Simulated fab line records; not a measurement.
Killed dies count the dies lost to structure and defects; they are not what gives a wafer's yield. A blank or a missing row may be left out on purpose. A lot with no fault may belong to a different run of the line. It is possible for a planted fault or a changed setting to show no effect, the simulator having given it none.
Which tool is to blame? + flow berkeley_cmos170 + 14 lots, 42 wafers sampled, at 1 step of a route of 331

## WHAT THE GAUGES SHOWED, per wafer
UCB170_NVT_OVL_MEAS_06. Usual: NVT_OVL typically reads -2 nm, with standard deviation 5.4.
| lot  | measured     | on         | NVT_OVL (nm) | flag |
|------|--------------|------------|--------------|------|
| L852 | day 6 03:34  | overlay-02 | -5 -9 -6     |      |
| L855 | day 6 21:40  | overlay-01 | 9 5 7        |      |
| L856 | day 6 21:50  | overlay-01 | -1 -1 2      |      |
| L853 | day 6 22:06  | overlay-02 | 12 9 4       |      |
| L854 | day 6 22:15  | overlay-01 | -10 -7 0     |      |
| L858 | day 7 10:54  | overlay-02 | -2 -1 -10    |      |
| L857 | day 7 11:15  | overlay-01 | 4 0 3        |      |
| L859 | day 7 17:38  | overlay-01 | -7 -2 -11    |      |
| L865 | day 8 16:04  | overlay-01 | -1 2 -5      |      |
| L867 | day 9 15:48  | overlay-01 | 4 2 3        |      |
| L870 | day 9 22:05  | overlay-02 | -3 0 -11     |      |
| L872 | day 10 12:38 | overlay-01 | -1 -2 -8     |      |
| L875 | day 10 23:47 | overlay-02 | -7 -10 -11   |      |
| L874 | day 11 00:02 | overlay-01 | -6 -13 -8    |      |

## TOOL THAT RAN EACH LOT (tool first, then ch and the chambers of the sampled wafers, then the start)
The record shows no process step preceding these readings.

## AS READ BY THE TOOLS THEMSELVES (means over the sampled wafers that have a number; for cases with no such wafer, the mark the record gives instead)
The record holds no such reading with a usual standard deviation.

## THE ANSWER, worked out from the rows above alone
Rule: a lot is off if the mean of its wafers that have a number lies more than 3 standard deviations from the usual mean. Also off: a lot with no number at a reading for which 4 or more lots have one. The other lots that the step has rows for count as sound. The gauges are gone through in route order, then the tools' own readings, and for those a lot's mean is taken as printed above. At the first step where some lot is off, the reading lying furthest off is the one used; lots without a number count as furthest.
Across all readings shown, no lot is off: no conclusion can be drawn from this.

## WHAT THE SIMULATOR HAD INSERTED
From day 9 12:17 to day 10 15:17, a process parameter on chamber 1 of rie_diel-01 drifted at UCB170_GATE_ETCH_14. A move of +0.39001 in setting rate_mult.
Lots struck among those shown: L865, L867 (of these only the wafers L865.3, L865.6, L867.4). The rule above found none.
